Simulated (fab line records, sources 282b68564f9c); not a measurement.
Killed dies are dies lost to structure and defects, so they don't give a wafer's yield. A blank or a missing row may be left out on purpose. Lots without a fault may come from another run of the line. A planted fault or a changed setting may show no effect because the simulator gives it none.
One fault seen from 2 desks | flow rit_cmos | each desk has only its own numbers; what lay behind them comes last

THE TOOL OWNER'S DESK: furnace-03
The tool's own readings at RIT_GATE_OXIDATION_05 (target thk 3 nm, ox time 270 s): means of the sampled wafers that have a number, for each lot that ran on this tool. A lot is out of limits, marked OUT, if its mean lies more than 4 standard deviations from the usual mean; the brackets give that distance.
Columns: A = spike_tc_centre_C at RIT_GATE_OXIDATION_05, usual 902.7 C; B = spike_tc_load_C at RIT_GATE_OXIDATION_05, usual 924.5 C; C = spike_tc_source_C at RIT_GATE_OXIDATION_05, usual 926.9 C; D = tube_center_temp_C at RIT_GATE_OXIDATION_05, usual 900.01 C; E = tube_center_temp_C_max at RIT_GATE_OXIDATION_05, usual 902.3
lot  | first seen here | A                | B                | C     | D                        | E
L425 | day 3 19:58     | 904.4            | 926.7            | 928.2 | 900.03                   | 902.3
L426 | day 4 03:58     | 906.1            | 927.0            | 927.9 | 900.00                   | 902.2
L427 | day 4 09:31     | 892.0 (-5.9) OUT | 915.0 (-4.7) OUT | 917.6 | 888.12 (-99 or more) OUT | 890.7 (-30) OUT
L429 | day 4 16:38     | 893.0 (-5.4) OUT | 914.4 (-5.1) OUT | 916.1 | 888.15 (-99 or more) OUT | 890.2 (-32) OUT
This desk's finding: out of limits on L427, L429; first on L427, day 4 09:31 (spike_tc_centre_C at RIT_GATE_OXIDATION_05). In limits: L425, L426.

THE METROLOGY DESK
What the gauges read, lot by lot, whatever tool the lot ran on: means of the sampled wafers that have a number. A lot is out of limits, marked OUT, if its mean lies more than 4 standard deviations from the usual mean; the brackets give that distance.
Columns: A = GATE_OXIDE_THK at RIT_GATE_THK_MEAS_07, usual 3.04 nm
lot  | first seen here | A
L418 | day 2 11:50     | 3.05
L420 | day 3 01:04     | 2.98
L421 | day 3 04:35     | 3.11
L423 | day 3 16:10     | 3.00
L425 | day 3 21:32     | 3.05
L426 | day 4 06:54     | 3.05
L427 | day 4 10:50     | 2.60 (-6.3) OUT
L428 | day 4 13:33     | 3.15
L429 | day 4 17:58     | 2.63 (-5.9) OUT
L430 | day 5 01:53     | 2.97
L431 | day 5 03:45     | 2.98
L432 | day 5 07:23     | 3.10
L437 | day 6 10:25     | 2.93
L441 | day 7 07:06     | 3.05
This desk's finding: out of limits on L427, L429; first on L427, day 4 10:50 (GATE_OXIDE_THK at RIT_GATE_THK_MEAS_07). In limits: L418, L420, L421, L423, L425, L426, L428, L430, L431, L432, L437, L441.

PUT TOGETHER
The tool owner's desk could have raised an alarm at day 4 09:31, on L427, L429.
The metrology desk could have raised an alarm at day 4 10:50, on L427, L429.
Of the lots named, all ran RIT_GATE_OXIDATION_05 on furnace-03.

WHAT THE SIMULATOR HAD PUT IN
Process parameter drift: furnace-03, from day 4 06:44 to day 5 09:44, at RIT_GATE_OXIDATION_05. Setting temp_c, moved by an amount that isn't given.
Lots struck among those shown: L427, L429.
Hours from the fault's start to each desk's first reading out of limits: the tool owner's desk, 3; the metrology desk, 4.
